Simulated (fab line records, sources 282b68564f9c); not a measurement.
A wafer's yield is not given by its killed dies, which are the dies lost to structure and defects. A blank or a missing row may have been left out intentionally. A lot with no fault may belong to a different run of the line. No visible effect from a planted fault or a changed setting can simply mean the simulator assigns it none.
Split-lot study	flow ritCmos	route with 202 steps; 5 lots, 23 wafers read

ON THE SPLIT
At RIT_GATE_OXIDATION_05 (target thk 3 nm, ox time 270 s), the setting oxTimeS was moved away from the recipe's 270 s on 10 of the 23 wafers read, by -8.9% to +5.0%. For the rest of the wafers, this setting stayed at what the recipe calls for.

The split's own step is where the reading is taken.

THE READING
SiO2_of_GATE_OXIDATION_05.thkNm (the simulator's own value, which no gauge read), in nm, at RIT_GATE_OXIDATION_05 (target thk 3 nm, ox time 270 s). The file gives no usual value for it. Here, 13 wafers ran the recipe; their average is 2.961 nm with a standard deviation of 0.071 nm.

wafer	tool, chamber at the split	oxTimeS as run, s	against the recipe	SiO2_of_GATE_OXIDATION_05.thkNm, nm	against lot-mates on the recipe
L074.1	-, -	270	recipe	2.923	-
L074.2	-, -	270	recipe	2.891	-
L074.3	-, -	270	recipe	2.921	-
L074.4	-, -	270	recipe	2.827	-
L074.6	-, -	270	recipe	2.9	-
L075.1	-, -	270	recipe	3.067	-
L075.2	-, -	270	recipe	3.061	-
L075.4	-, -	270	recipe	3.011	-
L075.5	-, -	270	recipe	3.028	-
L075.6	-, -	270	recipe	3.042	-
L078.1	furnace-04, 0	270	recipe	2.92	-
L078.3	furnace-04, 0	270	recipe	2.964	-
L078.4	furnace-04, 0	270	recipe	2.943	-
L080.1	-, -	246.1	-8.9%	2.753	no lot-mate on the recipe
L080.2	-, -	246.1	-8.9%	2.77	no lot-mate on the recipe
L080.3	-, -	246.1	-8.9%	2.78	no lot-mate on the recipe
L080.4	-, -	246.1	-8.9%	2.8	no lot-mate on the recipe
L080.6	-, -	246.1	-8.9%	2.781	no lot-mate on the recipe
L084.1	-, -	283.4	+5.0%	3.096	no lot-mate on the recipe
L084.2	-, -	283.4	+5.0%	3.168	no lot-mate on the recipe
L084.3	-, -	283.4	+5.0%	3.153	no lot-mate on the recipe
L084.4	-, -	283.4	+5.0%	3.113	no lot-mate on the recipe
L084.5	-, -	283.4	+5.0%	3.184	no lot-mate on the recipe

FIT RESULTS
A straight line over all 23 wafers: SiO2_of_GATE_OXIDATION_05.thkNm changes by +0.0254 nm for each +1% of oxTimeS; r = +0.89; the points scatter about the line by 0.064 nm.
Too few moved wafers have a lot-mate on the recipe to fit a line with each lot's own level taken away.

THE FILE'S OWN FIT
SiO2_of_GATE_OXIDATION_05.thkNm changes by +0.0254 nm for each +1% of oxTimeS, r = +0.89.
